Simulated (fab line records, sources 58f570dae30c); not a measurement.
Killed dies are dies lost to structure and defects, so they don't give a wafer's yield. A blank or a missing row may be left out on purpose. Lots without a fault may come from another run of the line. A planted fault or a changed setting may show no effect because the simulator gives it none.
fab line records | flow berkeley_cmos170
record lots=5 wafers=23
route steps=331 shown V1@263 M3@321
start_h: hours from the record's first day to the start of the lot's first wafer shown | wait_h: hours since the lot's step before | " the same as in the row above | L1.1+2: a row that stands for several wafers | - no value, or no start given | * or withheld: withheld | < > ~ a bound
route shown NAME@n: a module of which the file shows steps, and the number in the route of the first | usual: mean/standard deviation of fault-free wafers | same: alike in all rows | chamber/n: place in a boat | sites: the reading at each site | _std_site: their standard deviation | _edge_site: outer sites' mean less inner sites' | radius_mm: how far each site lies from the wafer's centre | mask NAME#n: copy n | behind: the tool/chamber that last shaped the wafer | hold: why the lot was held/for how many hours/how that ended | device: the transistor (n, p or np) that didn't switch | end of line: the same wafers' tests at the end of the route | a step without rows: its recipe alone | killed: dies lost to structure and defects at the first sort, not the wafer's yield | map: a wafer's dies, x killed, . not, _ none there
set.NAME: the setting as run; set.NAME@STEP: as run at that earlier step | model.NAME: the simulator's own value behind a step, which no gauge read
lots whose settings were changed on purpose; a table a step, a row a wafer
## steps
# step UCB170_V1_EXPOSE_09
# recipe mask_id=VIA1 target_cd_nm=700 na=0.5 sigma_outer=0.6 source_shape=conventional dose_mj=37
# columns lot.wafer tool chamber start_h wait_h mask set.dose_mj
L074.1+4+6 krf_scanner-02 0 188.57 0.2 VIA1#0 37
L074.2+3 " 0 " " VIA1#0 35.46
L075.1+2 krf_scanner-01 0 205.24 0.3 VIA1#0 37
L075.3+4+5 " 0 " " VIA1#0 34.63
L077.1+2+4+5+6 krf_scanner-01 0 205.35 0.3 VIA1#0 37
L082.1+2+4 krf_scanner-02 0 229.56 0.2 VIA1#0 37
L082.5+6 " 0 " " VIA1#0 34.79
L083.1+2+5 krf_scanner-01 0 245.01 0.2 VIA1#0 37
# step UCB170_V1_PEB_10
# recipe peb_temp_c=130 peb_time_s=withheld resist=KrF
# columns lot.wafer tool chamber start_h wait_h set.peb_temp_c
L074.1+2+3+4+6 litho_track-01 0 189.35 0.8 130
L075.1+3+4 litho_track-02 0 205.92 0.7 131.8
L075.2+5 " 0 " " 130
L077.1+2+4+5+6 litho_track-04 0 206.00 0.6 130
L082.1+2+4+5+6 litho_track-04 0 229.84 0.3 130
L083.1+2+5 litho_track-04 0 245.83 0.8 130
# step UCB170_V1_DEVELOP_11
# recipe developer=TMAH develop_time_s=45 resist=KrF dev_temp_c=21
# step UCB170_V1_CD_MEAS_12
# recipe target_cd_nm=700
# usual cd_nm=700.2/1.5
# columns lot.wafer tool chamber start_h wait_h set.dose_mj@V1_EXPOSE_09 set.peb_temp_c@V1_PEB_10 cd_nm
L074.1 cd_sem-01 - 189.62 - 37 130 698.5
L074.2 " - " " 35.46 130 692.7
L074.3 " - " " 35.46 130 692.1
L074.4 " - " " 37 130 700.0
L074.6 " - " " 37 130 700.0
L075.1 cd_sem-02 - 206.20 - 37 131.8 711.1
L075.2 " - " " 37 130 700.1
L075.3 " - " " 34.63 131.8 699.0
L075.4 " - " " 34.63 131.8 699.2
L075.5 " - " " 34.63 130 686.9
L077.1 cd_sem-01 - 206.30 - 37 130 697.6
L077.2 " - " " 37 130 698.2
L077.4 " - " " 37 130 697.0
L077.5 " - " " 37 130 698.5
L077.6 " - " " 37 130 698.2
L082.1 cd_sem-01 - 230.11 - 37 130 699.0
L082.2 " - " " 37 130 698.4
L082.4 " - " " 37 130 698.3
L082.5 " - " " 34.79 130 688.6
L082.6 " - " " 34.79 130 687.0
L083.1 cd_sem-02 - 246.11 - 37 130 701.7
L083.2 " - " " 37 130 701.2
L083.5 " - " " 37 130 700.2
# step UCB170_V1_ETCH_14
# recipe chemistry=CHF3/CF4/Ar target=SiO2 stop_on=Al CHF3_flow_sccm=45 cf4_flow_sccm=15 Ar_flow_sccm=150 pressure_mtorr=200 rf_w=700 target_depth_a=12500 over_etch_frac=0.2616 time_s=291
# columns lot.wafer tool chamber start_h wait_h set.dose_mj@V1_EXPOSE_09 set.peb_temp_c@V1_PEB_10 model.V1.cd_nm
L074.1 rie_diel-03 3 189.78 0.0 37 130 699.1
L074.2 " 2 " " 35.46 130 693.4
L074.3 " 2 " " 35.46 130 692.3
L074.4 " 3 " " 37 130 699.8
L074.6 " 2 " " 37 130 700.1
L075.1 rie_diel-02 3 206.35 0.0 37 131.8 713.6
L075.2 " 0 " " 37 130 700.6
L075.3 " 2 " " 34.63 131.8 699.6
L075.4 " 2 " " 34.63 131.8 700.2
L075.5 " 3 " " 34.63 130 689.1
L077.1 rie_diel-03 0 206.46 0.0 37 130 697.7
L077.2 " 3 " " 37 130 698.7
L077.4 " 2 " " 37 130 696.8
L077.5 " 3 " " 37 130 698.1
L077.6 " 2 " " 37 130 698.9
L082.1 rie_diel-02 1 230.27 0.0 37 130 698.8
L082.2 " 1 " " 37 130 697.8
L082.4 " 1 " " 37 130 698.2
L082.5 " 1 " " 34.79 130 688.2
L082.6 " 1 " " 34.79 130 687.2
L083.1 rie_diel-02 0 246.26 0.0 37 130 701.8
L083.2 " 1 " " 37 130 701.5
L083.5 " 2 " " 37 130 700.6
# step UCB170_V1_STRIP_15
# recipe chemistry=O2 power_w=400 pressure_mtorr=3500 platen_temp_c=withheld o2_flow_sccm=400 overash_fraction=0.5
# step UCB170_V1_CD_MEAS_90
# recipe target_cd_nm=700
# usual cd_nm=700.6/1.8
# columns lot.wafer tool chamber start_h wait_h set.dose_mj@V1_EXPOSE_09 set.peb_temp_c@V1_PEB_10 cd_nm
L074.1 cd_sem-02 - 190.16 0.1 37 130 699.1
L074.2 " - " " 35.46 130 693.5
L074.3 " - " " 35.46 130 692.2
L074.4 " - " " 37 130 699.6
L074.6 " - " " 37 130 700.5
L075.1 cd_sem-01 - 206.63 0.1 37 131.8 713.4
L075.2 " - " " 37 130 700.6
L075.3 " - " " 34.63 131.8 699.7
L075.4 " - " " 34.63 131.8 700.2
L075.5 " - " " 34.63 130 689.4
L077.1 cd_sem-02 - 206.74 0.1 37 130 697.9
L077.2 " - " " 37 130 698.2
L077.4 " - " " 37 130 697.0
L077.5 " - " " 37 130 698.1
L077.6 " - " " 37 130 698.9
L082.1 cd_sem-01 - 230.91 0.1 37 130 698.3
L082.2 " - " " 37 130 697.9
L082.4 " - " " 37 130 698.1
L082.5 " - " " 34.79 130 688.3
L082.6 " - " " 34.79 130 687.1
L083.1 cd_sem-02 - 246.54 0.1 37 130 702.0
L083.2 " - " " 37 130 701.2
L083.5 " - " " 37 130 700.3
# step UCB170_M3_EXPOSE_12
# recipe mask_id=METAL3 target_cd_nm=700 na=0.5 sigma_outer=0.6 source_shape=conventional dose_mj=26
# columns lot.wafer tool chamber start_h wait_h mask set.dose_mj
L074.1+3 krf_scanner-01 0 196.98 - METAL3#0 27.62
L074.2+4+6 " 0 " " METAL3#0 26
L075.1+2 krf_scanner-02 0 222.29 - METAL3#0 24.74
L075.3+4+5 " 0 " " METAL3#0 26
L077.1+4+6 krf_scanner-02 0 222.77 - METAL3#0 26.6
L077.2+5 " 0 " " METAL3#0 26
L082.1+2+4+5+6 krf_scanner-01 0 239.07 - METAL3#0 26
L083.1+2+5 krf_scanner-01 0 256.97 - METAL3#0 26
# step UCB170_M3_PEB_13
# recipe peb_temp_c=130 peb_time_s=withheld resist=KrF
# step UCB170_M3_DEVELOP_14
# recipe developer=TMAH develop_time_s=45 resist=KrF dev_temp_c=21
# step UCB170_M3_CD_MEAS_15
# recipe target_cd_nm=700
# usual cd_nm=700.4/1.1
# columns lot.wafer tool chamber start_h wait_h set.dose_mj@M3_EXPOSE_12 cd_nm
L074.1 cd_sem-02 - 197.37 - 27.62 689.6
L074.2 " - " " 26 701.0
L074.3 " - " " 27.62 691.0
L074.4 " - " " 26 700.7
L074.6 " - " " 26 700.9
L075.1 cd_sem-02 - 222.68 - 24.74 710.6
L075.2 " - " " 24.74 711.1
L075.3 " - " " 26 700.8
L075.4 " - " " 26 700.3
L075.5 " - " " 26 700.7
L077.1 cd_sem-02 - 223.16 - 26.6 694.8
L077.2 " - " " 26 699.0
L077.4 " - " " 26.6 696.1
L077.5 " - " " 26 700.3
L077.6 " - " " 26.6 694.9
L082.1 cd_sem-02 - 240.11 - 26 701.7
L082.2 " - " " 26 701.8
L082.4 " - " " 26 702.7
L082.5 " - " " 26 702.8
L082.6 " - " " 26 703.0
L083.1 cd_sem-01 - 257.40 - 26 700.3
L083.2 " - " " 26 698.8
L083.5 " - " " 26 700.3
# step UCB170_M3_ETCH_17
# recipe chemistry=N2/H2 target_depth_a=withheld overetch_a=withheld target=BARC time_s=withheld source_w=500 bias_w=100 pressure_mtorr=30 n2_flow_sccm=100 h2_flow_sccm=200
# columns lot.wafer tool chamber start_h wait_h set.dose_mj@M3_EXPOSE_12 model.M3.cd_nm
L074.1 rie_diel-01 3 197.53 0.0 27.62 690.2
L074.2 " 0 " " 26 699.3
L074.3 " 1 " " 27.62 689.6
L074.4 " 2 " " 26 701.1
L074.6 " 3 " " 26 700.4
L075.1 rie_diel-01 2 222.84 0.0 24.74 709.9
L075.2 " 1 " " 24.74 709.6
L075.3 " 3 " " 26 700.1
L075.4 " 0 " " 26 699
L075.5 " 0 " " 26 699.9
L077.1 rie_diel-01 1 223.32 0.0 26.6 693.9
L077.2 " 2 " " 26 698.6
L077.4 " 0 " " 26.6 694.9
L077.5 " 0 " " 26 699
L077.6 " 3 " " 26.6 694.5
L082.1 rie_diel-01 3 240.27 0.0 26 701.8
L082.2+4 " 2,1 " " 26 702.3
L082.5 " 2 " " 26 703.2
L082.6 " 1 " " 26 701.7
L083.1+5 rie_diel-02 2 257.55 0.0 26 701.3
L083.2 " 1 " " 26 699.1
# step UCB170_M3_METAL_ETCH_18
# recipe chemistry=Cl2/BCl3 target=Al stop_on=SiO2 pressure_mtorr=12 target_depth_a=11700 over_etch_frac=0.3 time_s=195 icp_w=600 bias_w=120 Cl2_flow_sccm=90 bcl3_flow_sccm=45
# columns lot.wafer tool chamber start_h wait_h set.over_etch_frac model.KrF_of_M3_COAT_10.thk_nm
L074.1 rie_metal-02 0 197.57 - 0.3 204.8
L074.2 " 1 " " 0.3 206
L074.3 " 1 " " 0.3 209.6
L074.4 " 0 " " 0.3355 181.3
L074.6 " 0 " " 0.3355 185.8
L075.1 rie_metal-01 1 222.88 - 0.3285 191.3
L075.2 " 0 " " 0.3 221.5
L075.3 " 0 " " 0.3 222.2
L075.4 " 1 " " 0.3 204.1
L075.5 " 0 " " 0.3285 205.2
L077.1 rie_metal-02 0 223.36 - 0.3 196.9
L077.2 " 1 " " 0.251 230.3
L077.4 " 1 " " 0.251 237.2
L077.5 " 0 " " 0.3 199.3
L077.6 " 1 " " 0.251 237.5
L082.1 rie_metal-04 1 240.31 - 0.3 214.6
L082.2 " 1 " " 0.3 217.6
L082.4 " 1 " " 0.3 214.3
L082.5 " 1 " " 0.3 210.3
L082.6 " 1 " " 0.3 213.2
L083.1 rie_metal-02 0 257.60 - 0.3 189
L083.2 " 1 " " 0.3 212.6
L083.5 " 0 " " 0.3 191
## key
split step=UCB170_V1_EXPOSE_09 setting=dose_mj stated=37 by=wafer
response step=UCB170_V1_CD_MEAS_12 reading=cd_nm slope=+1.85 per=1% together_with=peb_temp_c@V1_PEB_10 explained=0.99
response step=UCB170_V1_ETCH_14 reading=model.V1.cd_nm slope=+1.84 per=1% together_with=peb_temp_c@V1_PEB_10 explained=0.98
response step=UCB170_V1_CD_MEAS_90 reading=cd_nm slope=+1.81 per=1% together_with=peb_temp_c@V1_PEB_10 explained=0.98
split step=UCB170_V1_PEB_10 setting=peb_temp_c stated=130 by=wafer
response step=UCB170_V1_CD_MEAS_12 reading=cd_nm slope=+8.37 per=1% together_with=dose_mj@V1_EXPOSE_09 explained=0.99
response step=UCB170_V1_ETCH_14 reading=model.V1.cd_nm slope=+8.36 per=1% together_with=dose_mj@V1_EXPOSE_09 explained=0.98
response step=UCB170_V1_CD_MEAS_90 reading=cd_nm slope=+8.19 per=1% together_with=dose_mj@V1_EXPOSE_09 explained=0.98
split step=UCB170_M3_EXPOSE_12 setting=dose_mj stated=26 by=wafer
response step=UCB170_M3_CD_MEAS_15 reading=cd_nm change=-1.85 per=1% r=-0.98
response step=UCB170_M3_ETCH_17 reading=model.M3.cd_nm change=-1.82 per=1% r=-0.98
split step=UCB170_M3_METAL_ETCH_18 setting=over_etch_frac stated=0.3 by=wafer
response step=UCB170_M3_METAL_ETCH_18 reading=model.KrF_of_M3_COAT_10.thk_nm change=-2.1 per=1% r=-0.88
